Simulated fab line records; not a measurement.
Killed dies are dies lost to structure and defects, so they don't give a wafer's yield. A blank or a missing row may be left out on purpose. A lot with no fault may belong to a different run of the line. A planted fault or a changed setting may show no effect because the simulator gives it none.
Split-lot experiment | flow ritCmos | on a route of 202 steps: 5 lots, 27 wafers read

## ON THE SPLIT
At RIT_SDANNEAL_RTA_03 (time 5 s), the setting timeS was moved away from the recipe's 5 s on 9 of the 27 wafers read, by -38.5% to +59.5%. All remaining wafers had this setting at the recipe value.

## FROM THE SPLIT TO THE READING: what the file shows between them, 2 steps
- RIT_SDANNEAL_RS_MEAS_04: measures by four-point-probe
- RIT_SDANNEAL_RS_MEAS_05: measures by four-point-probe

## THE READING
At RIT_SDANNEAL_RS_MEAS_06, a four-point-probe measurement gives PLDD_RS in ohm/sq. Typical for fault-free wafers on this fab line: 178.8 ohm/sq, with standard deviation 0.45 ohm/sq.

wafer  | tool, chamber at the split | timeS as run, s | against the recipe | PLDD_RS, ohm/sq | against lot-mates on the recipe
L074.1 | rtpAnneal-02, 0            | 5               | recipe             | 178.9           | -
L074.2 | rtpAnneal-02, 0            | 5               | recipe             | 178.7           | -
L074.4 | rtpAnneal-02, 0            | 5               | recipe             | 178.7           | -
L075.1 | rtpAnneal-01, 0            | 5               | recipe             | 179.4           | -
L075.2 | rtpAnneal-01, 0            | 5               | recipe             | 178.5           | -
L075.3 | rtpAnneal-01, 0            | 5               | recipe             | 178.8           | -
L075.4 | rtpAnneal-01, 0            | 5               | recipe             | 178.8           | -
L075.5 | rtpAnneal-01, 0            | 5               | recipe             | 178.4           | -
L075.6 | rtpAnneal-01, 0            | 5               | recipe             | 179.0           | -
L079.1 | rtpAnneal-01, 0            | 7.976           | +59.5%             | 172.2           | -7.0
L079.2 | rtpAnneal-01, 0            | 7.976           | +59.5%             | 172.3           | -6.9
L079.3 | rtpAnneal-01, 0            | 5               | recipe             | 179.2           | -
L079.4 | rtpAnneal-01, 0            | 5               | recipe             | 179.5           | -
L079.5 | rtpAnneal-01, 0            | 5               | recipe             | 178.9           | -
L079.6 | rtpAnneal-01, 0            | 7.976           | +59.5%             | 172.1           | -7.1
L080.1 | rtpAnneal-02, 0            | 5               | recipe             | 179.3           | -
L080.2 | rtpAnneal-02, 0            | 3.073           | -38.5%             | 186.7           | +7.4
L080.3 | rtpAnneal-02, 0            | 5               | recipe             | 179.3           | -
L080.4 | rtpAnneal-02, 0            | 3.073           | -38.5%             | 187.3           | +8.0
L080.5 | rtpAnneal-02, 0            | 3.073           | -38.5%             | 186.0           | +6.7
L080.6 | rtpAnneal-02, 0            | 5               | recipe             | 179.2           | -
L083.1 | rtpAnneal-01, 0            | 5               | recipe             | 178.7           | -
L083.2 | rtpAnneal-01, 0            | 6.744           | +34.9%             | 174.5           | -4.3
L083.3 | rtpAnneal-01, 0            | 6.744           | +34.9%             | 174.1           | -4.7
L083.4 | rtpAnneal-01, 0            | 5               | recipe             | 178.9           | -
L083.5 | rtpAnneal-01, 0            | 5               | recipe             | 178.7           | -
L083.6 | rtpAnneal-01, 0            | 6.744           | +34.9%             | 174.2           | -4.6

FIT RESULTS
A straight line over all 27 wafers: PLDD_RS changes by -0.142 ohm/sq for each +1% of timeS; r = -0.97; the points scatter about the line by 0.91 ohm/sq.
The same after taking each lot's own level away (the mean of its wafers on the recipe; 27 wafers): -0.141 ohm/sq for each +1%; r = -0.98; scatter 0.78 ohm/sq.
The reading moves by 8.4 ohm/sq for the largest change in timeS, on that fit.
Measured against the standard deviation above, the lots' own levels, which go from 178.77 to 179.27 ohm/sq, span 1.1 times it.
The two slopes are in agreement: the lot-to-lot level therefore moves the slope only a little.
Check: -8.23 ohm/sq against its lot-mates is what the line predicts for one of the wafers moved furthest among these (+59.5%) when that wafer is left out of the fit. Against them it came out at -7 ohm/sq.

## THE WHOLE CHAIN: every reading that the file lists as answering this split, in the file's order
step                    | what it does                 | reading                                                                     | change (the file's fit)            | r (the file's)
RIT_SDANNEAL_RS_MEAS_04 | measures by four-point-probe | PSD_RS                                                                      | -0.131 for each +1% of the setting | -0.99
RIT_SDANNEAL_RS_MEAS_05 | measures by four-point-probe | NSD_RS                                                                      | -0.023 for each +1% of the setting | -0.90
RIT_SDANNEAL_RS_MEAS_06 | measures by four-point-probe | PLDD_RS                                                                     | -0.137 for each +1% of the setting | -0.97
RIT_M1_PROBE_99         |                              | etest.pmosTurned.rOnOhmUm (the simulator's own value, which no gauge read)  | -10.7 for each +1% of the setting  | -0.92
RIT_M1_PROBE_99         |                              | etest.pmos_0p15.rOnOhmUm (the simulator's own value, which no gauge read)   | -6.5 for each +1% of the setting   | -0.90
RIT_M1_PROBE_99         |                              | etest.pmosTurned.driveUaUm (the simulator's own value, which no gauge read) | +0.848 for each +1% of the setting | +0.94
RIT_M1_PROBE_99         |                              | etest.pmos_0p15.driveUaUm (the simulator's own value, which no gauge read)  | +0.647 for each +1% of the setting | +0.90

## THE FILE'S OWN FIT
PLDD_RS changes by -0.137 ohm/sq for each +1% of timeS, r = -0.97.
